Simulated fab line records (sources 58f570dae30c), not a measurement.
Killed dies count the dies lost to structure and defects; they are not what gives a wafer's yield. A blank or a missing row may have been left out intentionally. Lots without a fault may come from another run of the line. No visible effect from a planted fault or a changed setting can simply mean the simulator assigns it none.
Lot-split experiment    flow berkeley-cmos170    on a route of 331 steps: 5 lots, 23 wafers read

== SPLIT DETAILS ==
At UCB170_NSD_EXPOSE_03 (exposes mask NSELECT MOD, target cd 1200 nm), the setting dose-mj was moved away from the recipe's 30 on 6 of the 23 wafers read, by -4.3% to +2.9%. All remaining wafers had this setting at the recipe value.

== FROM THE SPLIT TO THE READING: what the file shows between them, 2 steps ==
- UCB170_NSD_PEB_04
- UCB170_NSD_DEVELOP_05: develop time 45 s

== THE READING ==
At UCB170_NSD_CD_MEAS_06: cd-nm in nanometres, against a target cd of 1200 nm. A value of 1199.6 nm with a standard deviation of 1 nm is what fault-free wafers of this fab line usually give.

wafer   tool, chamber at the split  dose-mj as run  against the recipe  cd-nm, nm  against lot-mates on the recipe
L075.1  krf-scanner-01, 0           30              recipe              1199.1     -
L075.2  krf-scanner-01, 0           30              recipe              1199.8     -
L075.4  krf-scanner-01, 0           30              recipe              1198.0     -
L075.5  krf-scanner-01, 0           30              recipe              1199.2     -
L075.6  krf-scanner-01, 0           30              recipe              1199.3     -
L080.1  krf-scanner-02, 0           30              recipe              1199.8     -
L080.5  krf-scanner-02, 0           30              recipe              1198.3     -
L080.6  krf-scanner-02, 0           30              recipe              1198.8     -
L076.1  krf-scanner-02, 0           30              recipe              1199.4     -
L076.2  krf-scanner-02, 0           30              recipe              1199.6     -
L076.3  krf-scanner-02, 0           30              recipe              1199.9     -
L076.5  krf-scanner-02, 0           30.86           +2.9%               1204.9     +5.3
L076.6  krf-scanner-02, 0           30.86           +2.9%               1205.7     +6.1
L079.1  krf-scanner-02, 0           28.71           -4.3%               1191.1     -8.9
L079.2  krf-scanner-02, 0           30              recipe              1199.6     -
L079.3  krf-scanner-02, 0           30              recipe              1200.7     -
L079.5  krf-scanner-02, 0           30              recipe              1199.7     -
L079.6  krf-scanner-02, 0           28.71           -4.3%               1192.3     -7.7
L084.1  krf-scanner-01, 0           29.29           -2.4%               1194.8     -4.7
L084.2  krf-scanner-01, 0           29.29           -2.4%               1195.4     -4.1
L084.3  krf-scanner-01, 0           30              recipe              1200.4     -
L084.4  krf-scanner-01, 0           30              recipe              1200.0     -
L084.6  krf-scanner-01, 0           30              recipe              1198.0     -

THE FIT
A straight line over all 23 wafers: cd-nm changes by +1.87 nm for each +1% of dose-mj; r = +0.97; the points scatter about the line by 0.73 nm.
The same after taking each lot's own level away (the mean of its wafers on the recipe; 23 wafers): +1.93 nm for each +1%; r = +0.98; scatter 0.63 nm.
That fit puts the effect of the largest move of dose-mj on the reading at 8.3 nm.
Across the lots, their own levels run from 1198.97 to 1200.00 nm, a range of 1.0 times the standard deviation given above.
The two slopes are in agreement: the lot-to-lot level therefore moves the slope only a little.
Check: -8.01 nm against its lot-mates is what the line predicts for one of the wafers moved furthest among these (-4.3%) when that wafer is left out of the fit. Against them it came out at -8.9 nm.

== OTHER SPLITS ON THESE WAFERS ==
Note: prior to the reading, these wafers also went through further splits. Each is held against what the fit with the lots' levels taken away leaves over:
other split on the same wafers    wafers away from the commonest value  r with cd-nm (lot level and that fit taken away)
UCB170_PSD_COAT_01 resist-thk-nm  7                                     -0.08

== THE FILE'S OWN FIT ==
cd-nm changes by +1.92 nm for each +1% of dose-mj, r = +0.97.
